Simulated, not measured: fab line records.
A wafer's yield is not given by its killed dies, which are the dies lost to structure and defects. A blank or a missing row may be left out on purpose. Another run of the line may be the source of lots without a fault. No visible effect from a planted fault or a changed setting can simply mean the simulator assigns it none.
Chamber matching + flow berkeley_cmos170 + rie_diel-04 running UCB170_GATE_ETCH_14: 4 sister chambers
The step etches BARC in N2/H2. 14 wafers are shown with their chamber, then 7 later ones without.

== WAFERS WITH THEIR CHAMBER ==
| wafer  | chamber | throttle_valve_pct (%) | oes_product_au (a.u.) | h2_flow_sccm (sccm) |
|--------|---------|------------------------|-----------------------|---------------------|
| L595.1 | 1       | 13.36                  | 1.000                 | 200.5               |
| L595.2 | 0       | 13.47                  | 0.997                 | 200.2               |
| L595.4 | 3       | 13.27                  | 1.000                 | 201.1               |
| L596.2 | 0       | 13.45                  | 0.996                 | 200.0               |
| L596.4 | 1       | 13.38                  | 1.009                 | 199.7               |
| L596.5 | 0       | 13.44                  | 0.982                 | 199.3               |
| L599.1 | 1       | 13.36                  | 1.008                 | 200.7               |
| L599.2 | 3       | 13.25                  | 1.000                 | 200.9               |
| L599.6 | 0       | 13.45                  | 1.000                 | 200.1               |
| L603.1 | 3       | 13.25                  | 0.986                 | 199.2               |
| L603.4 | 0       | 13.45                  | 0.989                 | 199.4               |
| L603.6 | 2       | 13.51                  | 0.970                 | 200.1               |
| L608.1 | 1       | 13.37                  | 1.012                 | 199.1               |
| L608.3 | 0       | 13.45                  | 0.997                 | 200.4               |

SIGNATURES, as means of the wafers listed above
| reading            | chamber 0 | chamber 1 | chamber 2 | chamber 3 | scatter within a chamber |
|--------------------|-----------|-----------|-----------|-----------|--------------------------|
| throttle_valve_pct | 13.4517   | 13.3675   | 13.5100   | 13.2567   | 0.0101                   |
| oes_product_au     | 0.99350   | 1.00725   | 0.97000   | 0.99533   | 0.00659                  |
| h2_flow_sccm       | 199.900   | 200.000   | 200.100   | 200.400   | 0.694                    |
Rule: for a wafer and a chamber, the distance is found by dividing, reading by reading, the gap between the wafer's reading and the chamber's mean by the reading's scatter, squaring, summing and taking the root. The wafer belongs to the nearest chamber; if the next one is less than 2 further off, it can't be placed. The scatter is the square root of a quotient: the sum, over the shown wafers, of each reading's squared deviation from its chamber's mean, divided by wafers minus chambers.

== WAFERS WHOSE CHAMBER IS MISSING ==
| wafer  | throttle_valve_pct (%) | oes_product_au (a.u.) | h2_flow_sccm (sccm) |
|--------|------------------------|-----------------------|---------------------|
| L608.5 | 13.27                  | 0.985                 | 200.2               |
| L612.1 | 13.51                  | 0.975                 | 199.9               |
| L612.3 | 13.25                  | 0.996                 | 199.8               |
| L612.4 | 13.45                  | 0.999                 | 199.9               |
| L614.1 | 13.49                  | 0.966                 | 199.0               |
| L614.2 | 13.44                  | 0.993                 | 200.7               |
| L614.4 | 13.36                  | 1.014                 | 201.4               |

== THE CHAMBER EACH PASSED THROUGH ==
| wafer  | from the rows above | in truth |
|--------|---------------------|----------|
| L608.5 | 3                   | 3        |
| L612.1 | 2                   | 2        |
| L612.3 | 3                   | 3        |
| L612.4 | 0                   | 0        |
| L614.1 | 2                   | 2        |
| L614.2 | 0                   | 0        |
| L614.4 | 1                   | 1        |
Correct placement for 7 of the 7. Not placeable from these rows: 0. Number placed wrongly: 0.
